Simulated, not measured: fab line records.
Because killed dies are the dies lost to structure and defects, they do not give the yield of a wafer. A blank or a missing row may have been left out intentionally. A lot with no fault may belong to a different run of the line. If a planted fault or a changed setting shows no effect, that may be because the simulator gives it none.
fab line records    flow rit_cmos    part 1 of 2: steps 1 to 34 of 35
[record] lots = 5  wafers = 23
route steps=202 shown ACTIVE@2 FOX2@25 NWELL@29 PWELL@40 PRETRO@72 GATE@89 M1@202
start_h: the number of hours between the record's first day and the start of the first shown wafer of the lot    wait_h: time in hours since the lot's previous step    " unchanged from the row above    L1.1+2: one row covering several wafers at once    - no value, or no start given    * or withheld: withheld    < > ~ a bound
route shown NAME@n: NAME is a module with steps in the file, n the number in the route of the first one    usual: the fault-free wafers' mean and standard deviation    same: alike in all rows    chamber/n: place in a boat    sites: per-site readings    _std_site: the values' standard deviation    _edge_site: outer sites' mean less inner sites'    radius_mm: how far each site lies from the wafer's centre    mask NAME#n: copy n    behind: tool/chamber where the wafer was last shaped    hold: what put the lot on hold/how long, in hours/how the hold closed    device: whichever transistor did not switch (one of n, p or np)    end of line: tests of these same wafers at the route's end    for a step that has no rows: nothing shown but its recipe    killed: at the first sort, the dies lost to defects and structure; wafer yield is something else    map: shows each die of a wafer: x if killed, . if not, _ if none is there
set.NAME: the setting as run; set.NAME@STEP: as run at that earlier step    model.NAME: the simulator's own value behind a step, which no gauge read
lots where settings were altered on purpose, with a table for each step and a row for each wafer
[[steps]]
[step RIT_ACTIVE_OXIDATION_01]
[recipe] temp_c = 1000  ambient = O2  target_thk_a = 468  ox_time_s = 3360
lot.wafer  tool        chamber  start_h  wait_h  set.temp_c  model.SiO2_of_ACTIVE_OXIDATION_01.thk_nm
L079.1     furnace-04  0        38.45    3.4     1000        48.02
L079.2     "           0        "        "       1000        46.94
L079.6     "           0        "        "       1000        47.26
L081.1     -           -        -        3.0     1000        46.24
L081.2     "           -        "        "       1000        46.55
L081.3     "           -        "        "       1000        46.65
L081.4     "           -        "        "       1000        45.56
L081.6     "           -        "        "       1000        45.84
L083.1     -           -        -        4.8     978.9       38.24
L083.2     "           -        "        "       978.9       37.86
L083.4     "           -        "        "       978.9       37.65
L083.5     "           -        "        "       978.9       37.69
L083.6     "           -        "        "       978.9       37.51
L084.1     -           -        -        4.3     1025        60.43
L084.2     "           -        "        "       1025        60.36
L084.3     "           -        "        "       1025        60.5
L084.4     "           -        "        "       1025        60.89
L084.6     "           -        "        "       1025        59.64
L085.1     -           -        -        11.6    988         41.96
L085.2     "           -        "        "       988         41.63
L085.4     "           -        "        "       988         41.25
L085.5     "           -        "        "       988         40.74
L085.6     "           -        "        "       988         41.65
[step RIT_ACTIVE_THK_MEAS_02]
[recipe] reads = SiO2_of_ACTIVE_OXIDATION_01
[usual] ACTIVE_OXIDE_THK = 47.0/0.67
lot.wafer  tool           chamber  start_h  wait_h  set.temp_c@ACTIVE_OXIDATION_01  ACTIVE_OXIDE_THK[nm]
L079.1     film_metro-02  -        40.38    0.0     1000                            48.0
L079.2     "              -        "        "       1000                            46.9
L079.6     "              -        "        "       1000                            47.2
L081.1     film_metro-02  -        -        -       1000                            46.3
L081.2     "              -        "        "       1000                            46.6
L081.3     "              -        "        "       1000                            46.6
L081.4     "              -        "        "       1000                            45.6
L081.6     "              -        "        "       1000                            45.8
L083.1     film_metro-01  -        -        -       978.9                           38.2
L083.2     "              -        "        "       978.9                           37.8
L083.4     "              -        "        "       978.9                           37.7
L083.5     "              -        "        "       978.9                           37.7
L083.6     "              -        "        "       978.9                           37.5
L084.1     film_metro-01  -        -        -       1025                            60.4
L084.2     "              -        "        "       1025                            60.4
L084.3     "              -        "        "       1025                            60.5
L084.4     "              -        "        "       1025                            60.9
L084.6     "              -        "        "       1025                            59.7
L085.1     film_metro-04  -        -        -       988                             42.0
L085.2     "              -        "        "       988                             41.6
L085.4     "              -        "        "       988                             41.2
L085.5     "              -        "        "       988                             40.8
L085.6     "              -        "        "       988                             41.6
[step RIT_ACTIVE_EXPOSE_08]
[recipe] mask_id = M1  na = 0.6  source_shape = conventional  sigma_outer = 0.6  target_cd_nm = 1400  dose_mj = 225
lot.wafer       tool              chamber  start_h  wait_h  mask  set.dose_mj
L079.1+2+6      iline_stepper-02  0        43.20    0.2     M1#0  225
L081.1+4        iline_stepper-01  0        51.93    0.1     M1#0  225
L081.2+3+6      "                 0        "        "       M1#0  208.7
L083.1+2+4+5+6  iline_stepper-01  0        63.83    0.2     M1#0  225
L084.1+6        iline_stepper-02  0        68.40    0.2     M1#0  225
L084.2+3+4      "                 0        "        "       M1#0  235
L085.1+2+6      iline_stepper-02  0        80.55    0.1     M1#0  225
L085.4+5        "                 0        "        "       M1#0  217.7
[step RIT_ACTIVE_PEB_09]
[recipe] resist = NOVOLAK  temp_c = withheld  time_s = withheld
[step RIT_ACTIVE_DEVELOP_10]
[recipe] resist = NOVOLAK  develop_time_s = 50  dev_temp_c = 23
[step RIT_ACTIVE_CD_MEAS_11]
[recipe] target_cd_nm = 1400
[usual] cd_nm = 1400.2/2.4
lot.wafer  tool       chamber  start_h  wait_h  set.dose_mj@ACTIVE_EXPOSE_08  cd_nm
L079.1     cd_sem-01  -        43.60    -       225                           1402.4
L079.2     "          -        "        "       225                           1402.9
L079.6     "          -        "        "       225                           1403.8
L081.1     cd_sem-01  -        52.33    -       225                           1398.9
L081.2     "          -        "        "       208.7                         1419.0
L081.3     "          -        "        "       208.7                         1418.4
L081.4     "          -        "        "       225                           1399.8
L081.6     "          -        "        "       208.7                         1420.3
L083.1     cd_sem-02  -        64.23    -       225                           1399.8
L083.2     "          -        "        "       225                           1401.7
L083.4     "          -        "        "       225                           1401.2
L083.5     "          -        "        "       225                           1403.4
L083.6     "          -        "        "       225                           1401.8
L084.1     cd_sem-01  -        68.80    -       225                           1404.0
L084.2     "          -        "        "       235                           1388.2
L084.3     "          -        "        "       235                           1388.6
L084.4     "          -        "        "       235                           1390.6
L084.6     "          -        "        "       225                           1401.7
L085.1     cd_sem-02  -        80.95    -       225                           1396.9
L085.2     "          -        "        "       225                           1399.5
L085.4     "          -        "        "       217.7                         1407.1
L085.5     "          -        "        "       217.7                         1408.4
L085.6     "          -        "        "       225                           1398.9
[step RIT_ACTIVE_ETCH_13]
[recipe] stop_on = SiO2  chemistry = SF6  target = Si3N4  time_s = 210  over_etch_frac = 0.4  SF6_flow_sccm = 200  pressure_mtorr = 260  rf_w = 125  target_depth_a = 2100
lot.wafer   tool         chamber  start_h  wait_h  set.pressure_mtorr  set.dose_mj@ACTIVE_EXPOSE_08  model.ACTIVE.cd_nm
L079.1      rie_diel-04  3        43.87    0.1     260                 225                           1402
L079.2      "            0        "        "       260                 225                           1403
L079.6      "            0        "        "       260                 225                           1404
L081.1      rie_diel-01  3        52.60    0.1     223.1               225                           1399
L081.2      "            1        "        "       223.1               208.7                         1420
L081.3      "            0        "        "       223.1               208.7                         1419
L081.4      "            2        "        "       223.1               225                           1400
L081.6      "            2        "        "       223.1               208.7                         1421
L083.1      rie_diel-01  3        64.50    0.1     276.3               225                           1400
L083.2+4+6  "            1,2,1    "        "       276.3               225                           1401
L083.5      "            0        "        "       276.3               225                           1404
L084.1      rie_diel-03  1        69.07    0.1     278.1               225                           1403
L084.2      "            2        "        "       278.1               235                           1388
L084.3      "            0        "        "       278.1               235                           1389
L084.4      "            3        "        "       278.1               235                           1391
L084.6      "            1        "        "       278.1               225                           1402
L085.1      rie_diel-01  3        81.22    0.1     229.1               225                           1397
L085.2      "            0        "        "       229.1               225                           1400
L085.4      "            1        "        "       229.1               217.7                         1407
L085.5      "            0        "        "       229.1               217.7                         1409
L085.6      "            3        "        "       229.1               225                           1399
[step RIT_ACTIVE_STRIP_14]
[recipe] chemistry = O2  time_s = 180  resist = NOVOLAK  platen_temp_c = withheld  power_w = 500  pressure_mtorr = 4000  o2_flow_sccm = 4000
[step RIT_ACTIVE_CD_MEAS_90]
[recipe] target_cd_nm = 1400
[usual] cd_nm = 1400.2/2.4
lot.wafer  tool       chamber  start_h  wait_h  set.dose_mj@ACTIVE_EXPOSE_08  cd_nm
L079.1     cd_sem-01  -        44.18    0.1     225                           1402.3
L079.2     "          -        "        "       225                           1402.9
L079.6     "          -        "        "       225                           1404.1
L081.1     cd_sem-02  -        52.91    0.1     225                           1399.2
L081.2     "          -        "        "       208.7                         1420.0
L081.3     "          -        "        "       208.7                         1418.3
L081.4     "          -        "        "       225                           1399.9
L081.6     "          -        "        "       208.7                         1421.1
L083.1     cd_sem-02  -        64.81    0.1     225                           1400.0
L083.2     "          -        "        "       225                           1401.2
L083.4     "          -        "        "       225                           1401.4
L083.5     "          -        "        "       225                           1403.7
L083.6     "          -        "        "       225                           1401.3
L084.1     cd_sem-01  -        69.37    0.1     225                           1403.4
L084.2     "          -        "        "       235                           1387.9
L084.3     "          -        "        "       235                           1389.0
L084.4     "          -        "        "       235                           1390.9
L084.6     "          -        "        "       225                           1401.7
L085.1     cd_sem-01  -        81.53    0.1     225                           1396.4
L085.2     "          -        "        "       225                           1399.6
L085.4     "          -        "        "       217.7                         1406.9
L085.5     "          -        "        "       217.7                         1409.0
L085.6     "          -        "        "       225                           1398.9
[step RIT_ACTIVE_CLEAN_15]
[recipe] chemistry = SC1  mix = 3:3:50  time_s = 600  temp_c = 75
[step RIT_ACTIVE_CLEAN_16]
[recipe] chemistry = dHF  dilution = 50:1  time_s = 30
[step RIT_FOX2_CLEAN_02]
[recipe] chemistry = dHF  dilution = 50:1  time_s = 180
[step RIT_FOX2_WET_ETCH_03]
[recipe] chemistry = H3PO4  target = Si3N4  target_depth_nm = 195  temp_c = 165  time_s = 2700
lot.wafer  tool          chamber  start_h  wait_h  set.temp_c@ACTIVE_OXIDATION_01  model.SiO2_of_ACTIVE_OXIDATION_01.thk_nm
L079.1     wet_bench-04  2        53.92    0.0     1000                            42.35
L079.2     "             2        "        "       1000                            41.62
L079.6     "             2        "        "       1000                            41.88
L081.1     wet_bench-04  3        64.47    0.0     1000                            41.04
L081.2     "             3        "        "       1000                            41.34
L081.3     "             3        "        "       1000                            41.42
L081.4     "             3        "        "       1000                            40.41
L081.6     "             3        "        "       1000                            40.69
L083.1     wet_bench-02  2        86.00    0.0     978.9                           33.65
L083.2     "             2        "        "       978.9                           32.87
L083.4     "             2        "        "       978.9                           31.84
L083.5     "             2        "        "       978.9                           32.55
L083.6     "             2        "        "       978.9                           32.58
L084.1     wet_bench-02  0        86.00    0.0     1025                            53.66
L084.2     "             0        "        "       1025                            50.39
L084.3     "             0        "        "       1025                            53.29
L084.4     "             0        "        "       1025                            54.08
L084.6     "             0        "        "       1025                            52.94
L085.1     wet_bench-03  1        93.36    0.0     988                             37.12
L085.2     "             1        "        "       988                             36.84
L085.4     "             1        "        "       988                             36.51
L085.5     "             1        "        "       988                             36.08
L085.6     "             1        "        "       988                             36.85
[step RIT_NWELL_COAT_01]
[recipe] resist = NOVOLAK  spin_rpm = 2000  resist_thk_nm = 1300
lot.wafer  tool            chamber  start_h  wait_h  set.resist_thk_nm  model.NOVOLAK_of_NWELL_COAT_01.thk_nm
L079.1     litho_track-03  0        54.96    0.1     1300               1309
L079.2     "               0        "        "       1300               1306
L079.6     "               0        "        "       1300               1308
L081.1     litho_track-04  0        65.51    0.1     1300               1296
L081.2     "               0        "        "       1300               1295
L081.3     "               0        "        "       1300               1298
L081.4     "               0        "        "       1300               1300
L081.6     "               0        "        "       1300               1297
L083.1+6   litho_track-03  0        86.97    0.1     1330               1333
L083.2     "               0        "        "       1330               1334
L083.4     "               0        "        "       1300               1297
L083.5     "               0        "        "       1300               1302
L084.1     litho_track-04  0        86.97    0.1     1360               1360
L084.2     "               0        "        "       1300               1305
L084.3     "               0        "        "       1360               1358
L084.4     "               0        "        "       1360               1368
L084.6     "               0        "        "       1300               1304
L085.1+2   litho_track-01  0        94.32    0.1     1326               1326
L085.4     "               0        "        "       1300               1298
L085.5+6   "               0        "        "       1300               1301
[step RIT_NWELL_SOFTBAKE_02]
[recipe] resist = NOVOLAK  temp_c = 90  time_s = 62.15
[step RIT_NWELL_EXPOSE_03]
[recipe] mask_id = M2  na = 0.57  target_cd_nm = 43900  dose_mj = 250
[step RIT_NWELL_DEVELOP_05]
[recipe] resist = NOVOLAK  develop_time_s = 68  dev_temp_c = 23
[step RIT_NWELL_HARDBAKE_07]
[recipe] resist = NOVOLAK  temp_c = 140  time_s = 120
lot.wafer  tool            chamber  start_h  wait_h  set.resist_thk_nm@NWELL_COAT_01  model.NOVOLAK_of_NWELL_COAT_01.thk_nm
L079.1     litho_track-01  0        55.85    0.0     1300                             1145
L079.2     "               0        "        "       1300                             1142
L079.6     "               0        "        "       1300                             1144
L081.1+2   litho_track-01  0        66.41    0.0     1300                             1133
L081.3     "               0        "        "       1300                             1135
L081.4     "               0        "        "       1300                             1136
L081.6     "               0        "        "       1300                             1134
L083.1     litho_track-03  0        87.86    0.0     1330                             1166
L083.2     "               0        "        "       1330                             1167
L083.4     "               0        "        "       1300                             1134
L083.5     "               0        "        "       1300                             1138
L083.6     "               0        "        "       1330                             1165
L084.1     litho_track-01  0        88.10    0.0     1360                             1188
L084.2+6   "               0        "        "       1300                             1141
L084.3     "               0        "        "       1360                             1187
L084.4     "               0        "        "       1360                             1196
L085.1+2   litho_track-04  0        95.21    0.0     1326                             1159
L085.4     "               0        "        "       1300                             1135
L085.5+6   "               0        "        "       1300                             1138
[step RIT_PWELL_COAT_01]
[recipe] resist = NOVOLAK  spin_rpm = 2000  resist_thk_nm = 1300
lot.wafer  tool            chamber  start_h  wait_h  set.spin_rpm  model.NOVOLAK_of_PWELL_COAT_01.thk_nm
L079.1     litho_track-02  0        56.64    0.1     2000          1301
L079.2     "               0        "        "       2000          1297
L079.6     "               0        "        "       2000          1298
L081.1     litho_track-03  0        67.20    0.1     2000          1300
L081.2     "               0        "        "       1934          1322
L081.3     "               0        "        "       1934          1321
L081.4     "               0        "        "       1934          1319
L081.6     "               0        "        "       2000          1302
L083.1+5   litho_track-03  0        88.64    0.1     2000          1308
L083.2     "               0        "        "       2000          1305
L083.4     "               0        "        "       1911          1339
L083.6     "               0        "        "       1911          1335
L084.1     litho_track-01  0        88.89    0.1     2000          1308
L084.2     "               0        "        "       1883          1346
L084.3     "               0        "        "       1883          1351
L084.4     "               0        "        "       2000          1306
L084.6     "               0        "        "       2000          1307
L085.1     litho_track-01  0        96.00    0.1     2000          1301
L085.2     "               0        "        "       2000          1302
L085.4     "               0        "        "       2000          1304
L085.5     "               0        "        "       2000          1298
L085.6     "               0        "        "       2000          1300
[step RIT_PWELL_SOFTBAKE_02]
[recipe] resist = NOVOLAK  temp_c = 90  time_s = 57.01
[step RIT_PWELL_EXPOSE_03]
[recipe] mask_id = M3  na = 0.57  target_cd_nm = 43700  dose_mj = 250
[step RIT_PWELL_DEVELOP_05]
[recipe] resist = NOVOLAK  develop_time_s = 68  dev_temp_c = 23
[step RIT_PWELL_HARDBAKE_07]
[recipe] resist = NOVOLAK  temp_c = 140  time_s = 120
lot.wafer  tool            chamber  start_h  wait_h  set.spin_rpm@PWELL_COAT_01  model.NOVOLAK_of_PWELL_COAT_01.thk_nm
L079.1     litho_track-01  0        57.53    0.0     2000                        1137
L079.2     "               0        "        "       2000                        1134
L079.6     "               0        "        "       2000                        1135
L081.1     litho_track-02  0        68.09    0.0     2000                        1137
L081.2     "               0        "        "       1934                        1156
L081.3     "               0        "        "       1934                        1155
L081.4     "               0        "        "       1934                        1154
L081.6     "               0        "        "       2000                        1138
L083.1+5   litho_track-02  0        89.53    0.0     2000                        1144
L083.2     "               0        "        "       2000                        1141
L083.4     "               0        "        "       1911                        1170
L083.6     "               0        "        "       1911                        1167
L084.1     litho_track-03  0        89.85    0.0     2000                        1144
L084.2     "               0        "        "       1883                        1176
L084.3     "               0        "        "       1883                        1181
L084.4     "               0        "        "       2000                        1142
L084.6     "               0        "        "       2000                        1143
L085.1     litho_track-03  0        96.77    0.0     2000                        1138
L085.2     "               0        "        "       2000                        1139
L085.4     "               0        "        "       2000                        1141
L085.5     "               0        "        "       2000                        1135
L085.6     "               0        "        "       2000                        1137
[step RIT_PRETRO_IMPLANT_08]
[recipe] species = B  energy_kev = 45  dose_cm2 = 1.2e+13  tilt_deg = 7
lot.wafer       tool          chamber  start_h  wait_h  set.dose_cm2
L079.1+2+6      implanter-03  0        69.44    0.2     1.2e+13
L081.1+2+4      implanter-03  0        80.08    0.2     1.26e+13
L081.3+6        "             0        "        "       1.2e+13
L083.1+2+4+5+6  implanter-02  0        102.07   0.2     1.2e+13
L084.1+6        implanter-03  0        102.30   0.2     1.2e+13
L084.2+3+4      "             0        "        "       1.263e+13
L085.1+4        implanter-02  0        107.70   0.2     1.2e+13
L085.2+5+6      "             0        "        "       1.279e+13
[step RIT_PRETRO_STRIP_09]
[recipe] chemistry = O2  time_s = 180  resist = NOVOLAK  platen_temp_c = withheld  power_w = 500  pressure_mtorr = 4000  o2_flow_sccm = 4000
[step RIT_PRETRO_TW_MEAS_10]
[usual] PRETRO_TW = 475/3.5
lot.wafer  tool           chamber  start_h  wait_h  set.dose_cm2@PRETRO_IMPLANT_08  PRETRO_TW
L079.1     film_metro-03  -        69.77    0.1     1.2e+13                         477
L079.2     "              -        "        "       1.2e+13                         477
L079.6     "              -        "        "       1.2e+13                         477
L081.1     film_metro-01  -        80.41    0.1     1.26e+13                        479
L081.2     "              -        "        "       1.26e+13                        480
L081.3     "              -        "        "       1.2e+13                         473
L081.4     "              -        "        "       1.26e+13                        479
L081.6     "              -        "        "       1.2e+13                         471
L083.1     film_metro-04  -        102.39   0.1     1.2e+13                         475
L083.2     "              -        "        "       1.2e+13                         476
L083.4     "              -        "        "       1.2e+13                         477
L083.5     "              -        "        "       1.2e+13                         474
L083.6     "              -        "        "       1.2e+13                         476
L084.1     film_metro-03  -        102.62   0.1     1.2e+13                         478
L084.2     "              -        "        "       1.263e+13                       488
L084.3     "              -        "        "       1.263e+13                       485
L084.4     "              -        "        "       1.263e+13                       485
L084.6     "              -        "        "       1.2e+13                         478
L085.1     film_metro-04  -        108.03   0.1     1.2e+13                         477
L085.2     "              -        "        "       1.279e+13                       485
L085.4     "              -        "        "       1.2e+13                         477
L085.5     "              -        "        "       1.279e+13                       487
L085.6     "              -        "        "       1.279e+13                       485
[step RIT_GATE_EXPOSE_13]
[recipe] mask_id = M6  na = 0.6  source_shape = conventional  sigma_outer = 0.6  target_cd_nm = 150  dose_mj = 380
lot.wafer   tool              chamber  start_h  wait_h  mask  set.dose_mj
L079.1+2+6  iline_stepper-02  0        91.68    0.2     M6#0  380
L081.1+3    iline_stepper-02  0        91.92    0.4     M6#0  380
L081.2+4+6  "                 0        "        "       M6#0  358.1
L084.1+3+6  iline_stepper-02  0        111.05   0.1     M6#0  368.1
L084.2+4    "                 0        "        "       M6#0  380
L083.1+5    iline_stepper-01  0        111.29   0.3     M6#0  401
L083.2+4+6  "                 0        "        "       M6#0  380
L085.1+4+5  iline_stepper-01  0        113.15   0.1     M6#0  367.5
L085.2+6    "                 0        "        "       M6#0  380
[step RIT_GATE_PEB_14]
[recipe] resist = NOVOLAK  temp_c = withheld  time_s = withheld
[step RIT_GATE_DEVELOP_15]
[recipe] resist = NOVOLAK  develop_time_s = 51.63  dev_temp_c = 23
lot.wafer  tool            chamber  start_h  wait_h  set.dose_mj@GATE_EXPOSE_13  model.GATE.cd_nm
L079.1+6   litho_track-01  0        -        -       380                         145.3
L079.2     "               0        "        "       380                         145.9
L081.1     litho_track-03  0        -        -       380                         153.2
L081.2     "               0        "        "       358.1                       187.7
L081.3     "               0        "        "       380                         156.6
L081.4     "               0        "        "       358.1                       184.3
L081.6     "               0        "        "       358.1                       185.7
L084.1+3   litho_track-03  0        -        -       368.1                       168.3
L084.2     "               0        "        "       380                         150.9
L084.4     "               0        "        "       380                         152.2
L084.6     "               0        "        "       368.1                       171
L083.1     litho_track-01  0        -        -       401                         123.5
L083.2     "               0        "        "       380                         151.5
L083.4     "               0        "        "       380                         151
L083.5     "               0        "        "       401                         121.7
L083.6     "               0        "        "       380                         151.6
L085.1     litho_track-01  0        -        -       367.5                       169.3
L085.2     "               0        "        "       380                         154.9
L085.4     "               0        "        "       367.5                       170.4
L085.5     "               0        "        "       367.5                       170.9
L085.6     "               0        "        "       380                         152.5
[step RIT_GATE_CD_MEAS_16]
[recipe] target_cd_nm = 150
[usual] cd_nm = 149.9/2.5
lot.wafer  tool       chamber  start_h  wait_h  set.dose_mj@GATE_EXPOSE_13  cd_nm
L079.1     cd_sem-02  -        92.08    -       380                         145.5
L079.2     "          -        "        "       380                         146.1
L079.6     "          -        "        "       380                         145.2
L081.1     cd_sem-02  -        92.34    -       380                         153.6
L081.2     "          -        "        "       358.1                       187.7
L081.3     "          -        "        "       380                         156.3
L081.4     "          -        "        "       358.1                       184.3
L081.6     "          -        "        "       358.1                       185.4
L084.1     cd_sem-01  -        111.66   -       368.1                       168.3
L084.2     "          -        "        "       380                         150.9
L084.3     "          -        "        "       368.1                       168.2
L084.4     "          -        "        "       380                         152.4
L084.6     "          -        "        "       368.1                       171.0
L083.1     cd_sem-01  -        112.02   -       401                         123.7
L083.2     "          -        "        "       380                         151.1
L083.4     "          -        "        "       380                         151.0
L083.5     "          -        "        "       401                         121.4
L083.6     "          -        "        "       380                         152.1
L085.1     cd_sem-01  -        113.58   -       367.5                       169.4
L085.2     "          -        "        "       380                         155.0
L085.4     "          -        "        "       367.5                       170.4
L085.5     "          -        "        "       367.5                       170.9
L085.6     "          -        "        "       380                         152.2
[step RIT_GATE_HARDBAKE_18]
[recipe] resist = NOVOLAK  temp_c = 140  time_s = 60
[step RIT_GATE_ETCH_19]
[recipe] chemistry = SF6/CHF3/O2  time_s = 165  SF6_flow_sccm = 30  CHF3_flow_sccm = 30  O2_flow_sccm = 5  target = poly-Si  pressure_mtorr = 40  rf_w = 160  target_depth_a = 3125  over_etch_frac = 0.25  stop_on = SiO2
[step RIT_GATE_STRIP_20]
[recipe] chemistry = O2  time_s = 180  resist = NOVOLAK  platen_temp_c = withheld  power_w = 500  pressure_mtorr = 4000  o2_flow_sccm = 4000
[step RIT_GATE_CD_MEAS_90]
[recipe] target_cd_nm = 150
[usual] cd_nm = 149.9/2.5
lot.wafer  tool       chamber  start_h  wait_h  set.dose_mj@GATE_EXPOSE_13  cd_nm
L079.1     cd_sem-01  -        92.67    0.1     380                         145.3
L079.2     "          -        "        "       380                         145.5
L079.6     "          -        "        "       380                         145.2
L081.1     cd_sem-01  -        92.93    0.1     380                         153.0
L081.2     "          -        "        "       358.1                       187.8
L081.3     "          -        "        "       380                         156.4
L081.4     "          -        "        "       358.1                       184.2
L081.6     "          -        "        "       358.1                       185.8
L084.1     cd_sem-01  -        112.25   0.1     368.1                       168.1
L084.2     "          -        "        "       380                         151.0
L084.3     "          -        "        "       368.1                       168.0
L084.4     "          -        "        "       380                         151.7
L084.6     "          -        "        "       368.1                       171.2
L083.1     cd_sem-02  -        112.78   0.1     401                         123.7
L083.2     "          -        "        "       380                         151.7
L083.4     "          -        "        "       380                         151.1
L083.5     "          -        "        "       401                         121.6
L083.6     "          -        "        "       380                         151.6
L085.1     cd_sem-02  -        114.33   0.1     367.5                       169.5
L085.2     "          -        "        "       380                         155.0
L085.4     "          -        "        "       367.5                       170.7
L085.5     "          -        "        "       367.5                       170.9
L085.6     "          -        "        "       380                         152.4
[[key]]
[split] step = RIT_ACTIVE_OXIDATION_01  setting = temp_c  stated = 1000  by = lot
[response] step = RIT_ACTIVE_OXIDATION_01  reading = model.SiO2_of_ACTIVE_OXIDATION_01.thk_nm  change = +4.93  per = 1%  r = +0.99
[response] step = RIT_ACTIVE_THK_MEAS_02  reading = ACTIVE_OXIDE_THK  change = +4.94  per = 1%  r = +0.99
[response] step = RIT_FOX2_WET_ETCH_03  reading = model.SiO2_of_ACTIVE_OXIDATION_01.thk_nm  change = +4.36  per = 1%  r = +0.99
[response] step = RIT_M1_PROBE_99  reading = model.etest.nldd.width_nm  change = -65  per = 1%  r = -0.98
[split] step = RIT_ACTIVE_EXPOSE_08  setting = dose_mj  stated = 225  by = wafer
[response] step = RIT_ACTIVE_CD_MEAS_11  reading = cd_nm  change = -2.85  per = 1%  r = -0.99
[response] step = RIT_ACTIVE_ETCH_13  reading = model.ACTIVE.cd_nm  change = -2.85  per = 1%  r = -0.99
[response] step = RIT_ACTIVE_CD_MEAS_90  reading = cd_nm  change = -2.86  per = 1%  r = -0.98
[split] step = RIT_ACTIVE_ETCH_13  setting = pressure_mtorr  stated = 260  by = lot
response none clear
[split] step = RIT_NWELL_COAT_01  setting = resist_thk_nm  stated = 1300  by = wafer
[response] step = RIT_NWELL_COAT_01  reading = model.NOVOLAK_of_NWELL_COAT_01.thk_nm  change = +12.9  per = 1%  r = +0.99
[response] step = RIT_NWELL_HARDBAKE_07  reading = model.NOVOLAK_of_NWELL_COAT_01.thk_nm  change = +11.1  per = 1%  r = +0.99
[split] step = RIT_PWELL_COAT_01  setting = spin_rpm  stated = 2000  by = wafer
[response] step = RIT_PWELL_COAT_01  reading = model.NOVOLAK_of_PWELL_COAT_01.thk_nm  change = -6.79  per = 1%  r = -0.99
[response] step = RIT_PWELL_HARDBAKE_07  reading = model.NOVOLAK_of_PWELL_COAT_01.thk_nm  change = -5.84  per = 1%  r = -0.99
[split] step = RIT_PRETRO_IMPLANT_08  setting = dose_cm2  stated = 1.2e+13  by = wafer
[response] step = RIT_PRETRO_TW_MEAS_10  reading = PRETRO_TW  change = +1.4  per = 1%  r = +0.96
[split] step = RIT_GATE_EXPOSE_13  setting = dose_mj  stated = 380  by = wafer
[response] step = RIT_GATE_DEVELOP_15  reading = model.GATE.cd_nm  change = -5.3  per = 1%  r = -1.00
[response] step = RIT_GATE_CD_MEAS_16  reading = cd_nm  change = -5.3  per = 1%  r = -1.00
[response] step = RIT_GATE_CD_MEAS_90  reading = cd_nm  change = -5.33  per = 1%  r = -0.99
[response] step = RIT_M1_PROBE_99  reading = model.etest.pmos_0p15.r_on_ohm_um  change = -117  per = 1%  r = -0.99
[response] step = RIT_M1_PROBE_99  reading = model.etest.pmos_turned.r_on_ohm_um  change = -116  per = 1%  r = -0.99
[response] step = RIT_M1_PROBE_99  reading = model.etest.pmos_0p3.r_on_ohm_um  change = -49.6  per = 1%  r = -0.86
[response] step = RIT_M1_PROBE_99  reading = model.etest.nmos_0p15.r_on_ohm_um  change = -33.5  per = 1%  r = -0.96
[response] step = RIT_M1_PROBE_99  reading = model.etest.nmos_0p15.drive_ua_um  change = +20.1  per = 1%  r = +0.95
